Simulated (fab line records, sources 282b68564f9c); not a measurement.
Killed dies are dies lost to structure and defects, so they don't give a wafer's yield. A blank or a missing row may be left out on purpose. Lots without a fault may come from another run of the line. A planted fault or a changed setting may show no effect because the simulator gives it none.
fab line records | flow rit_cmos
record lots=15 wafers=45 last_day=7
route steps=202 shown NWELL@37 PWELL@47 REOX@102 M1@198
lots that met no fault: from a run of the same line without faults
start_h: hours from the record's first day to the start of the lot's first wafer shown | wait_h: hours since the lot's step before | " the same as in the row above | L1.1+2: a row that stands for several wafers | - no value, or no start given | * or withheld: withheld | < > ~ a bound
route shown NAME@n: a module of which the file shows steps, and the number in the route of the first | usual: mean/standard deviation of fault-free wafers | same: alike in all rows | chamber/n: place in a boat | sites: the reading at each site | _std_site: their standard deviation | _edge_site: outer sites' mean less inner sites' | radius_mm: how far each site lies from the wafer's centre | mask NAME#n: copy n | behind: the tool/chamber that last shaped the wafer | hold: why the lot was held/for how many hours/how that ended | device: the transistor (n, p or np) that didn't switch | end of line: the same wafers' tests at the end of the route | a step without rows: its recipe alone | killed: dies lost to structure and defects at the first sort, not the wafer's yield | map: a wafer's dies, x killed, . not, _ none there
set.NAME: the setting as run; set.NAME@STEP: as run at that earlier step | model.NAME: the simulator's own value behind a step, which no gauge read
steps of the route over a sample of lots; a table a step, a row a wafer
services: from which hour (start_h, from the record's first day; less than 0 if before it) a tool's chamber was out of use, for how many hours, and why
## steps
# step RIT_NWELL_STRIP_09
# recipe chemistry=O2 time_s=180 resist=NOVOLAK platen_temp_c=withheld power_w=500 pressure_mtorr=4000 o2_flow_sccm=4000
# usual drypump_motor_current_A=5.7/0.35
# columns lot.wafer tool chamber start_h wait_h drypump_motor_current_A rf_hours_counter_h
L319.2 plasma_asher-03 0 22.96 0.1 5.5 24
L319.4 " 1 " " 5.5 -
L319.6 " 1 " " 5.4 -
L320.1 plasma_asher-01 0 27.45 0.1 5.5 34
L320.4 " 1 " " 6.4 -
L320.6 " 0 " " 5.4 -
L321.1 plasma_asher-03 0 31.45 0.1 5.5 25
L321.5 " 1 " " 5.5 -
L321.6 " 0 " " 5.5 -
L322.1 plasma_asher-01 0 35.74 0.1 5.5 35
L322.2 " 1 " " 6.4 35
L322.3 " 1 " " 6.4 -
L323.1 plasma_asher-04 1 43.64 0.1 5.8 41
L323.3 " 1 " " 5.8 -
L323.5 " 1 " " 5.8 -
L324.1 plasma_asher-03 1 51.97 0.1 5.4 27
L324.2 " 0 " " 5.5 27
L324.4 " 0 " " 5.6 -
L326.1 plasma_asher-03 0 65.09 0.1 5.5 28
L326.3 " 1 " " 5.5 -
L326.4 " 0 " " 5.5 -
L327.1 plasma_asher-03 1 66.95 0.1 5.5 29
L327.2 " 0 " " 5.6 29
L327.4 " 1 " " 5.5 -
L328.1 plasma_asher-01 0 68.58 0.1 5.4 38
L328.2 " 1 " " 6.4 38
L328.4 " 1 " " 6.4 -
L329.4 plasma_asher-04 0 72.18 0.1 6.0 -
L329.5 " 1 " " 5.8 -
L329.6 " 0 " " 6.0 -
L331.2 plasma_asher-03 0 84.19 0.1 5.5 30
L331.3 " 0 " " 5.5 -
L331.5 " 0 " " 5.5 -
L335.2 plasma_asher-03 1 103.03 0.1 5.5 33
L335.4 " 1 " " 5.5 -
L335.5 " 1 " " 5.5 -
L337.1 plasma_asher-03 1 112.10 0.1 5.5 34
L337.3 " 1 " " 5.5 -
L337.6 " 1 " " 5.5 -
L340.1 plasma_asher-01 0 127.70 0.1 5.4 1
L340.3 " 1 " " 6.4 -
L340.5 " 0 " " 5.5 -
L341.3 plasma_asher-03 0 132.58 0.1 5.5 -
L341.4 " 1 " " 5.5 -
L341.5 " 1 " " 5.5 -
# step RIT_PWELL_IMPLANT_08
# recipe species=B energy_kev=170 dose_cm2=7e+13 tilt_deg=7
# usual dose_ions_cm2=7.001e+13/6.7e+10 faraday_current_uA=222/4.4
# columns lot.wafer tool chamber start_h wait_h dose_ions_cm2 faraday_current_uA
L319.2 implanter-04 0 24.39 0.2 7.006e+13 227
L319.4 " 0 " " 7.013e+13 227
L319.6 " 0 " " 7.006e+13 226
L320.1 implanter-03 0 29.07 0.2 7.001e+13 218
L320.4 " 0 " " 7.021e+13 228
L320.6 " 0 " " 7.012e+13 225
L321.1 implanter-01 0 32.97 0.2 7.012e+13 217
L321.5 " 0 " " 7.005e+13 225
L321.6 " 0 " " 7.005e+13 215
L322.1 implanter-01 0 37.15 0.2 6.997e+13 224
L322.2 " 0 " " 7.006e+13 219
L322.3 " 0 " " 6.995e+13 215
L323.1 implanter-04 0 45.04 0.2 7.002e+13 219
L323.3 " 0 " " 7e+13 225
L323.5 " 0 " " 6.993e+13 225
L324.1 implanter-04 0 53.37 0.2 7.004e+13 224
L324.2 " 0 " " 6.996e+13 222
L324.4 " 0 " " 6.998e+13 217
L326.1 implanter-01 0 66.61 0.2 7.003e+13 222
L326.3 " 0 " " 6.995e+13 219
L326.4 " 0 " " 7.005e+13 229
L327.1 implanter-03 0 68.45 0.2 6.99e+13 231
L327.2 " 0 " " 6.999e+13 217
L327.4 " 0 " " 7.001e+13 226
L328.1 implanter-04 0 70.11 0.2 6.651e+13 213
L328.2 " 0 " " 6.648e+13 210
L328.4 " 0 " " 6.644e+13 212
L329.4 implanter-04 0 73.60 0.2 6.649e+13 213
L329.5 " 0 " " 6.639e+13 210
L329.6 " 0 " " 6.648e+13 208
L331.2 implanter-04 0 85.74 0.2 6.637e+13 212
L331.3 " 0 " " 6.652e+13 207
L331.5 " 0 " " 6.652e+13 209
L335.2 implanter-03 0 104.64 0.2 6.999e+13 218
L335.4 " 0 " " 6.994e+13 220
L335.5 " 0 " " 7.004e+13 220
L337.1 implanter-03 0 113.63 0.2 6.998e+13 231
L337.3 " 0 " " 7.003e+13 214
L337.6 " 0 " " 7.003e+13 223
L340.1 implanter-01 0 129.10 0.2 6.996e+13 220
L340.3 " 0 " " 7.008e+13 216
L340.5 " 0 " " 7.002e+13 230
L341.3 implanter-03 0 133.98 0.2 7.003e+13 227
L341.4 " 0 " " 6.991e+13 217
L341.5 " 0 " " 6.99e+13 219
# step RIT_PWELL_TW_MEAS_10
# usual PWELL_TW=950/7
# columns lot.wafer tool chamber start_h wait_h PWELL_TW
L319.2 film_metro-02 - 24.70 0.1 945
L319.4 " - " " 938
L319.6 " - " " 944
L320.1 film_metro-03 - 29.40 0.1 947
L320.4 " - " " 941
L320.6 " - " " 944
L321.1 film_metro-02 - 33.30 0.1 942
L321.5 " - " " 942
L321.6 " - " " 941
L322.1 film_metro-01 - 37.47 0.1 959
L322.2 " - " " 960
L322.3 " - " " 957
L323.1 film_metro-03 - 45.36 0.1 941
L323.3 " - " " 943
L323.5 " - " " 946
L324.1 film_metro-03 - 53.69 0.1 955
L324.2 " - " " 945
L324.4 " - " " 946
L326.1 film_metro-02 - 66.94 0.1 942
L326.3 " - " " 940
L326.4 " - " " 944
L327.1 film_metro-01 - 68.78 0.1 964
L327.2 " - " " 963
L327.4 " - " " 966
L328.1 film_metro-02 - 70.44 0.1 930
L328.2 " - " " 931
L328.4 " - " " 928
L329.4 film_metro-01 - 73.88 0.1 949
L329.5 " - " " 940
L329.6 " - " " 937
L331.2 film_metro-02 - 86.05 0.1 923
L331.3 " - " " 927
L331.5 " - " " 925
L335.2 film_metro-02 - 104.95 0.1 947
L335.4 " - " " 947
L335.5 " - " " 949
L337.1 film_metro-02 - 113.95 0.1 947
L337.3 " - " " 950
L337.6 " - " " 950
L340.1 film_metro-03 - 129.43 0.1 951
L340.3 " - " " 949
L340.5 " - " " 955
L341.3 film_metro-01 - 134.27 0.1 958
L341.4 " - " " 958
L341.5 " - " " 960
# step RIT_WELLDRIVE_RS_MEAS_02
# recipe thk_meas_gauge=four-point-probe
# usual PWELL_RS=430.1/1.1
# columns lot.wafer tool chamber start_h wait_h PWELL_RS[ohm/sq]
L319.2 film_metro-01 - 29.97 0.1 430.6
L319.4 " - " " 430.6
L319.6 " - " " 429.4
L320.1 film_metro-01 - 35.03 0.1 429.3
L320.4 " - " " 430.0
L320.6 " - " " 430.6
L321.1 film_metro-03 - 38.57 0.1 431.0
L321.5 " - " " 429.1
L321.6 " - " " 429.9
L322.1 film_metro-02 - 42.83 0.1 431.1
L322.2 " - " " 429.3
L322.3 " - " " 431.6
L323.1 film_metro-01 - 56.49 0.1 430.0
L323.3 " - " " 431.3
L323.5 " - " " 430.4
L324.1 film_metro-02 - 61.57 0.1 430.1
L324.2 " - " " 428.5
L324.4 " - " " 428.7
L326.1 film_metro-03 - 72.54 0.1 430.4
L326.3 " - " " 431.4
L326.4 " - " " 429.5
L327.1 film_metro-03 - 74.04 0.1 431.3
L327.2 " - " " 431.5
L327.4 " - " " 430.0
L328.1 film_metro-01 - 79.12 0.1 443.4
L328.2 " - " " 444.3
L328.4 " - " " 444.6
L329.4 film_metro-03 - 79.18 0.1 445.5
L329.5 " - " " 445.8
L329.6 " - " " 445.2
L331.2 film_metro-02 - 92.56 0.1 445.2
L331.3 " - " " 443.5
L331.5 " - " " 445.0
L335.2 film_metro-03 - 110.92 0.1 431.8
L335.4 " - " " 430.9
L335.5 " - " " 430.1
L337.1 film_metro-03 - 119.22 0.1 430.8
L337.3 " - " " 429.3
L337.6 " - " " 430.4
L340.1 film_metro-02 - 134.81 0.1 430.3
L340.3 " - " " 430.4
L340.5 " - " " 429.5
L341.3 film_metro-02 - 139.55 0.1 429.1
L341.4 " - " " 429.9
L341.5 " - " " 428.5
# step RIT_REOX_THK_MEAS_04
# recipe reads=SiO2_of_REOX_OXIDATION_03
# usual REOX_OXIDE_THK=24.8/0.59
# columns lot.wafer tool chamber start_h wait_h REOX_OXIDE_THK[nm]
L320.1 film_metro-03 - 48.56 0.0 24.3
L320.4 " - " " 24.3
L320.6 " - " " 24.3
L319.2 film_metro-02 - 48.57 0.0 24.4
L319.4 " - " " 24.2
L319.6 " - " " 24.8
L321.1 film_metro-01 - 62.19 0.0 24.9
L321.5 " - " " 25.2
L321.6 " - " " 25.2
L322.1 film_metro-03 - 62.19 0.0 25.0
L322.2 " - " " 25.2
L322.3 " - " " 24.9
L323.1 film_metro-02 - 72.42 0.0 24.5
L323.3 " - " " 24.3
L323.5 " - " " 24.3
L324.1 film_metro-03 - 78.03 0.0 24.2
L324.2 " - " " 24.0
L324.4 " - " " 23.9
L326.1 film_metro-02 - 86.88 0.0 25.1
L326.3 " - " " 25.3
L326.4 " - " " 24.8
L327.1 film_metro-03 - 86.88 0.0 24.8
L327.2 " - " " 24.7
L327.4 " - " " 24.8
L328.1 film_metro-03 - 92.30 0.0 23.5
L328.2 " - " " 23.9
L328.4 " - " " 24.2
L329.4 film_metro-01 - 96.32 0.0 25.1
L329.5 " - " " 25.0
L329.6 " - " " 25.2
L331.2 film_metro-02 - 105.38 0.0 23.9
L331.3 " - " " 23.3
L331.5 " - " " 23.6
L335.2 film_metro-01 - 123.90 0.0 25.8
L335.4 " - " " 25.8
L335.5 " - " " 26.0
L337.1 film_metro-01 - 132.06 0.0 25.3
L337.3 " - " " 24.9
L337.6 " - " " 24.7
L340.1 film_metro-03 - 149.77 0.0 24.4
L340.3 " - " " 24.5
L340.5 " - " " 25.3
L341.3 film_metro-03 - 159.62 0.0 25.1
L341.4 " - " " 24.4
L341.5 " - " " 24.7
# step RIT_M1_STRIP_14
# recipe chemistry=O2 time_s=180 platen_temp_c=withheld power_w=500 pressure_mtorr=4000 o2_flow_sccm=4000
# usual drypump_motor_current_A=6.0/0.4
# columns lot.wafer tool chamber start_h wait_h drypump_motor_current_A rf_hours_counter_h
L319.2 plasma_asher-02 0 63.18 0.0 5.7 41
L319.4 " 1 " " 6.6 -
L319.6 " 1 " " 6.5 -
L320.1 plasma_asher-01 1 64.07 0.0 6.4 37
L320.4 " 1 " " 6.4 -
L320.6 " 0 " " 5.4 -
L321.1 plasma_asher-01 0 76.79 0.0 5.5 39
L321.5 " 0 " " 5.5 -
L321.6 " 1 " " 6.4 -
L322.1 plasma_asher-04 0 78.79 0.0 6.0 44
L322.2 " 1 " " 5.9 44
L322.3 " 0 " " 6.0 -
L323.1 plasma_asher-02 1 87.08 0.0 6.5 44
L323.3 " 0 " " 5.7 -
L323.5 " 0 " " 5.7 -
L324.1 plasma_asher-01 1 93.03 0.0 6.4 40
L324.2 " 0 " " 5.4 40
L324.4 " 0 " " 5.4 -
L327.1 plasma_asher-01 1 102.11 0.0 6.4 42
L327.2 " 0 " " 5.5 42
L327.4 " 0 " " 5.4 -
L326.1 plasma_asher-04 0 102.57 0.0 6.0 47
L326.3 " 0 " " 6.0 -
L326.4 " 1 " " 5.8 -
L328.1 plasma_asher-04 0 107.30 0.0 6.1 48
L328.2 " 1 " " 5.8 48
L328.4 " 1 " " 5.8 -
L329.4 plasma_asher-02 1 111.28 0.1 6.6 -
L329.5 " 0 " " 5.7 -
L329.6 " 1 " " 6.6 -
L331.2 plasma_asher-02 0 120.43 0.0 5.7 48
L331.3 " 0 " " 5.7 -
L331.5 " 1 " " 6.6 -
L335.2 plasma_asher-01 1 138.34 0.0 6.4 2
L335.4 " 1 " " 6.4 -
L335.5 " 0 " " 5.4 -
L337.1 plasma_asher-04 1 146.07 0.0 5.8 52
L337.3 " 1 " " 5.8 -
L337.6 " 1 " " 5.9 -
L340.1 plasma_asher-01 0 164.22 0.0 5.4 5
L340.3 " 0 " " 5.5 -
L340.5 " 0 " " 5.4 -
L341.3 plasma_asher-01 1 174.77 0.1 6.4 -
L341.4 " 0 " " 5.4 -
L341.5 " 0 " " 5.4 -
## services
# columns tool chamber start_h hours kind
plasma_asher-03 - 16.05 4.5 repair
implanter-03 - 23.99 4.8 pm
implanter-04 - 26.75 3.9 pm
implanter-01 - 28.80 3.3 pm
plasma_asher-04 - 46.25 2.0 repair
plasma_asher-01 - 108.75 9.0 pm
plasma_asher-01 0 108.75 9.0 vent_cycle
plasma_asher-01 1 108.75 9.0 vent_cycle
plasma_asher-01 0 117.75 - clean
plasma_asher-01 1 117.75 - clean
implanter-03 - 121.80 3.5 repair
plasma_asher-02 - 142.05 0.5 repair
implanter-04 - 144.61 3.6 repair
plasma_asher-01 - 145.83 2.8 pm
implanter-03 - 155.93 1.4 repair
implanter-04 - 159.60 2.5 repair
## key
first_sign step=RIT_PWELL_IMPLANT_08 reading=dose_ions_cm2 direction=down sigmas=53 usual=7.001e+13 struck=6.647e+13
effect step=RIT_PWELL_IMPLANT_08 reading=faraday_current_uA direction=down sigmas=2.6 usual=222 struck=210
effect step=RIT_PWELL_TW_MEAS_10 reading=PWELL_TW direction=down sigmas=2.5 usual=950 struck=932
effect step=RIT_WELLDRIVE_RS_MEAS_02 reading=PWELL_RS direction=up sigmas=13 usual=430.1 struck=444.7
met_at RIT_PWELL_IMPLANT_08
struck_lots L328,L329,L331
tester_left_out L328,L329,L331
not_acting_at RIT_NWELL_STRIP_09,RIT_REOX_THK_MEAS_04,RIT_M1_STRIP_14
onset_between 53.37 70.11
fault kind=process_parameter_drift tool=implanter-04 chamber=- onset_h=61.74 steps=RIT_PWELL_IMPLANT_08 channel=dose_cm2 offset=-3.5e+12 shape=step end_h=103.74 acts_in=these_recipes_only stated=7e+13
# tester_left_out: of these lots the tester's yield and bins aren't shown, on N5 and GAA mostly nor the transistor test; their killed dies are dies lost to structure and defects alone, not to doping, threshold or leakage, so they don't give the yield
